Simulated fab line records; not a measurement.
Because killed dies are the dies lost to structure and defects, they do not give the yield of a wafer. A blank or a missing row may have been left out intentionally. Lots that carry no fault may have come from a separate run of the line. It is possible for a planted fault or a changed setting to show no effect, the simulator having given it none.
Which tool was responsible? | flow rit-cmos | 16 lots, 48 wafers sampled, at 6 steps of a route of 202

## WHAT THE GAUGES SHOWED, per wafer
RIT_GATE_THK_MEAS_09. Usual: GATE_POLY_THK gives 249.8 nm (standard deviation 2.5).
lot  | measured    | on            | GATE_POLY_THK (nm) | flag
L150 | day 2 19:25 | film-metro-03 | 246.7 248.4 246.3  |
L152 | day 2 22:41 | film-metro-01 | 248.4 249.3 250.4  |
L153 | day 3 10:14 | film-metro-04 | 246.7 248.6 248.4  |
L154 | day 3 13:00 | film-metro-01 | 248.8 246.8 248.1  |
L156 | day 4 01:26 | film-metro-03 | 252.2 252.8 251.6  |
L157 | day 4 03:02 | film-metro-01 | 280.7 280.2 280.4  | OFF
L158 | day 4 05:17 | film-metro-04 | 277.3 275.8 277.2  | OFF
L159 | day 4 15:57 | film-metro-01 | 276.5 278.4 276.5  | OFF
L161 | day 4 19:43 | film-metro-01 | 281.6 282.7 282.0  | OFF
L165 | day 5 23:17 | film-metro-04 | 246.7 244.8 249.4  |
L168 | day 6 20:11 | film-metro-01 | 247.0 248.0 247.0  |
L169 | day 7 08:53 | film-metro-03 | 247.3 248.9 248.5  |
L170 | day 7 13:40 | film-metro-03 | 248.7 248.3 250.0  |
L171 | day 7 13:41 | film-metro-04 | 249.9 251.3 250.4  |
L172 | day 7 19:07 | film-metro-03 | 250.7 249.8 248.8  |
L173 | day 8 03:58 | film-metro-04 | 254.8 252.3 252.7  |

RIT_GATE_CD_MEAS_90: the cd target is 150 nm. Usual: cd-nm at 150.1 nm, with a standard deviation of 2.3.
lot  | measured    | on        | cd-nm (nm)        | flag
L150 | day 2 21:03 | cd-sem-02 | 147.4 148.0 149.2 |
L152 | day 3 00:11 | cd-sem-01 | 150.7 153.9 152.5 |
L153 | day 3 11:53 | cd-sem-01 | 148.0 149.4 148.4 |
L154 | day 3 14:37 | cd-sem-01 | 149.6 148.6 148.7 |
L156 | day 4 02:57 | cd-sem-01 | 144.8 148.6 146.3 |
L157 | day 4 04:42 | cd-sem-01 | 150.1 152.1 150.9 |
L158 | day 4 06:51 | cd-sem-01 | 150.8 151.4 151.7 |
L159 | day 4 17:43 | cd-sem-01 | 148.9 148.2 149.6 |
L161 | day 4 21:21 | cd-sem-01 | 150.5 149.9 150.2 |
L165 | day 6 00:50 | cd-sem-01 | 151.6 152.2 148.7 |
L168 | day 6 21:49 | cd-sem-02 | 152.6 153.3 155.0 |
L169 | day 7 10:30 | cd-sem-01 | 149.7 151.0 152.2 |
L170 | day 7 15:32 | cd-sem-02 | 149.7 150.2 150.5 |
L171 | day 7 15:20 | cd-sem-01 | 147.7 150.5 147.3 |
L172 | day 7 20:44 | cd-sem-02 | 150.2 153.3 152.7 |
L173 | day 8 05:31 | cd-sem-02 | 151.1 148.6 150.0 |

RIT_REOX_THK_MEAS_04. Usual: REOX_OXIDE_THK gives 25.1 nm (standard deviation 0.37).
lot  | measured    | on            | REOX_OXIDE_THK (nm) | flag
L150 | day 3 03:09 | film-metro-01 | 24.9 25.4 25.3      |
L152 | day 3 05:09 | film-metro-01 | 24.5 24.7 24.7      |
L153 | day 3 15:52 | film-metro-03 | 25.1 25.2 25.5      |
L154 | day 3 18:25 | film-metro-03 | 24.9 25.2 25.7      |
L156 | day 4 06:10 | film-metro-03 | 25.7 25.7 25.7      |
L157 | day 4 09:02 | film-metro-01 | 24.6 24.6 24.6      |
L158 | day 4 11:35 | film-metro-03 | 24.3 24.9 24.5      |
L159 | day 4 20:44 | film-metro-01 | 24.9 24.5 25.0      |
L161 | day 5 00:44 | film-metro-03 | 25.0 25.1 25.5      |
L165 | day 6 08:29 | film-metro-03 | 25.0 24.6 24.9      |
L168 | day 7 05:52 | film-metro-02 | 25.1 25.3 25.2      |
L169 | day 7 14:34 | film-metro-01 | 25.1 24.9 24.6      |
L170 | day 7 19:58 | film-metro-01 | 25.2 25.1 25.3      |
L171 | day 7 19:59 | film-metro-03 | 25.4 25.5 25.4      |
L172 | day 8 03:43 | film-metro-01 | 25.5 25.3 25.4      |
L173 | day 8 10:43 | film-metro-01 | 25.4 25.2 25.1      |

## WHICH TOOL RAN EACH LOT (tool, then ch and the chambers of the sampled wafers, then the start)
lot  | RIT_GATE_CVD_08            | RIT_GATE_ETCH_19                | RIT_GATE_STRIP_20
L150 | lpcvd-01 ch 0, day 2 17:00 | rie-si-01 ch 1,3, day 2 20:46   | plasma-asher-04 ch 0,1, day 2 20:52
L152 | lpcvd-02 ch 1, day 2 21:03 | rie-si-01 ch 1,2, day 2 23:53   | plasma-asher-03 ch 0, day 2 23:59
L153 | lpcvd-01 ch 1, day 3 08:37 | rie-si-02 ch 0,2,3, day 3 11:35 | plasma-asher-03 ch 0,1, day 3 11:42
L154 | lpcvd-02 ch 1, day 3 11:23 | rie-si-01 ch 1,3, day 3 14:20   | plasma-asher-01 ch 0,1, day 3 14:27
L156 | lpcvd-02 ch 1, day 3 23:48 | rie-si-01 ch 2,3, day 4 02:38   | plasma-asher-01 ch 0,1, day 4 02:48
L157 | lpcvd-02 ch 1, day 4 01:25 | rie-si-02 ch 0,1,2, day 4 04:25 | plasma-asher-01 ch 0,1, day 4 04:32
L158 | lpcvd-02 ch 1, day 4 03:39 | rie-si-01 ch 0,2, day 4 06:33   | plasma-asher-01 ch 0,1, day 4 06:40
L159 | lpcvd-02 ch 0, day 4 14:20 | rie-si-02 ch 0,2,3, day 4 17:25 | plasma-asher-04 ch 0,1, day 4 17:32
L161 | lpcvd-02 ch 1, day 4 18:05 | rie-si-02 ch 0,1,3, day 4 21:02 | plasma-asher-03 ch 0,1, day 4 21:09
L165 | lpcvd-01 ch 0, day 5 21:40 | rie-si-02 ch 0,1,3, day 6 00:34 | plasma-asher-03 ch 0,1, day 6 00:40
L168 | lpcvd-01 ch 1, day 6 18:34 | rie-si-01 ch 2,3, day 6 21:31   | plasma-asher-03 ch 0,1, day 6 21:38
L169 | lpcvd-01 ch 0, day 7 07:14 | rie-si-02 ch 1,2,3, day 7 10:10 | plasma-asher-04 ch 0,1, day 7 10:20
L170 | lpcvd-02 ch 0, day 7 12:03 | rie-si-02 ch 2,3, day 7 15:15   | plasma-asher-01 ch 0,1, day 7 15:22
L171 | lpcvd-02 ch 0, day 7 12:03 | rie-si-01 ch 1,2,3, day 7 15:01 | plasma-asher-04 ch 0,1, day 7 15:11
L172 | lpcvd-02 ch 0, day 7 17:29 | rie-si-01 ch 0,2, day 7 20:26   | plasma-asher-04 ch 0,1, day 7 20:33
L173 | lpcvd-02 ch 0, day 8 02:20 | rie-si-02 ch 0,1, day 8 05:13   | plasma-asher-04 ch 0, day 8 05:19
- RIT_GATE_CVD_08: deposits poly-Si from SiH4, target thk 250 nm, time 2220 s.
- RIT_GATE_ETCH_19: etches poly-Si in SF6/CHF3/O2, stops on SiO2, time 165 s, target depth 312.5 nm.
- RIT_GATE_STRIP_20: strips in O2, time 180 s.

## AS READ BY THE TOOLS THEMSELVES (means over the sampled wafers that have a number; for cases with no such wafer, the mark the record gives instead)
RIT_GATE_CVD_08. Usual: pressure-mtorr at 300.0 mTorr, with a standard deviation of 0.63.
lot  | tool     | pressure-mtorr (mTorr) | flag
L150 | lpcvd-01 | 300.0                  |
L152 | lpcvd-02 | 300.0                  |
L153 | lpcvd-01 | 300.7                  |
L154 | lpcvd-02 | 300.3                  |
L156 | lpcvd-02 | 300.0                  |
L157 | lpcvd-02 | 301.1                  |
L158 | lpcvd-02 | 299.4                  |
L159 | lpcvd-02 | 300.0                  |
L161 | lpcvd-02 | 299.5                  |
L165 | lpcvd-01 | 300.1                  |
L168 | lpcvd-01 | 300.3                  |
L169 | lpcvd-01 | 298.9                  |
L170 | lpcvd-02 | 300.8                  |
L171 | lpcvd-02 | 300.7                  |
L172 | lpcvd-02 | 299.6                  |
L173 | lpcvd-02 | 299.3                  |

RIT_GATE_ETCH_19. Usual: drypump-motor-current-A 5.7 A, standard deviation 0.61; oes-product-au 0.847 a.u., standard deviation 0.014; throttle-valve-pct 10.23 %, standard deviation 0.15.
lot  | tool      | drypump-motor-current-A (A) | oes-product-au (a.u.) | throttle-valve-pct (%) | flag
L150 | rie-si-01 | 5.9                         | 0.858                 | 10.24                  |
L152 | rie-si-01 | 5.5                         | 0.857                 | 10.13                  |
L153 | rie-si-02 | 5.6                         | 0.825                 | 10.23                  |
L154 | rie-si-01 | 5.3                         | 0.850                 | 10.15                  |
L156 | rie-si-01 | 4.8                         | 0.856                 | 10.05                  |
L157 | rie-si-02 | 6.0                         | 0.910                 | 10.28                  | OFF
L158 | rie-si-01 | 5.7                         | 0.921                 | 10.27                  | OFF
L159 | rie-si-02 | 5.6                         | 0.895                 | 10.24                  | OFF
L161 | rie-si-02 | 5.8                         | 0.915                 | 10.33                  | OFF
L165 | rie-si-02 | 5.8                         | 0.832                 | 10.32                  |
L168 | rie-si-01 | 4.8                         | 0.846                 | 10.06                  |
L169 | rie-si-02 | 5.9                         | 0.826                 | 10.20                  |
L170 | rie-si-02 | 5.7                         | 0.828                 | 10.09                  |
L171 | rie-si-01 | 5.4                         | 0.859                 | 10.15                  |
L172 | rie-si-01 | 5.8                         | 0.854                 | 10.27                  |
L173 | rie-si-02 | 6.1                         | 0.852                 | 10.38                  |

RIT_GATE_STRIP_20. Usual: drypump-motor-current-A at 5.8 A, with a standard deviation of 0.51.
lot  | tool            | drypump-motor-current-A (A) | flag
L150 | plasma-asher-04 | 5.9                         |
L152 | plasma-asher-03 | 6.4                         |
L153 | plasma-asher-03 | 6.1                         |
L154 | plasma-asher-01 | 5.6                         |
L156 | plasma-asher-01 | 5.2                         |
L157 | plasma-asher-01 | 5.1                         |
L158 | plasma-asher-01 | 5.6                         |
L159 | plasma-asher-04 | 5.9                         |
L161 | plasma-asher-03 | 6.1                         |
L165 | plasma-asher-03 | 6.1                         |
L168 | plasma-asher-03 | 6.1                         |
L169 | plasma-asher-04 | 5.9                         |
L170 | plasma-asher-01 | 5.2                         |
L171 | plasma-asher-04 | 5.9                         |
L172 | plasma-asher-04 | 5.9                         |
L173 | plasma-asher-04 | 5.8                         |

## THE ANSWER, worked out from the rows above alone
Rule: a lot counts as off when the mean over its wafers that have a number is more than 3 standard deviations away from the usual mean. A lot without any number at a reading at which 4 lots or more have one is off too. All remaining lots with rows at the step are treated as sound. After the gauges, taken in route order, come the tools' own readings; for these a lot's mean is taken, as printed above. The first step at which some lot is off is used, and at that step the reading that is off furthest; a lot without a number counts as furthest.
Off: L157, L158, L159, L161, at RIT_GATE_THK_MEAS_09 (GATE_POLY_THK).
A tool fits if, at a process step before that reading, it ran every lot that is off, and no sound lot after the first of them. Not tried: the gauges at RIT_GATE_THK_MEAS_09; whatever is off there is also off at RIT_GATE_ETCH_19, on other tools, and gauge error can't account for it. Not one of the candidates tried fits.

## WHAT THE SIMULATOR PUT IN
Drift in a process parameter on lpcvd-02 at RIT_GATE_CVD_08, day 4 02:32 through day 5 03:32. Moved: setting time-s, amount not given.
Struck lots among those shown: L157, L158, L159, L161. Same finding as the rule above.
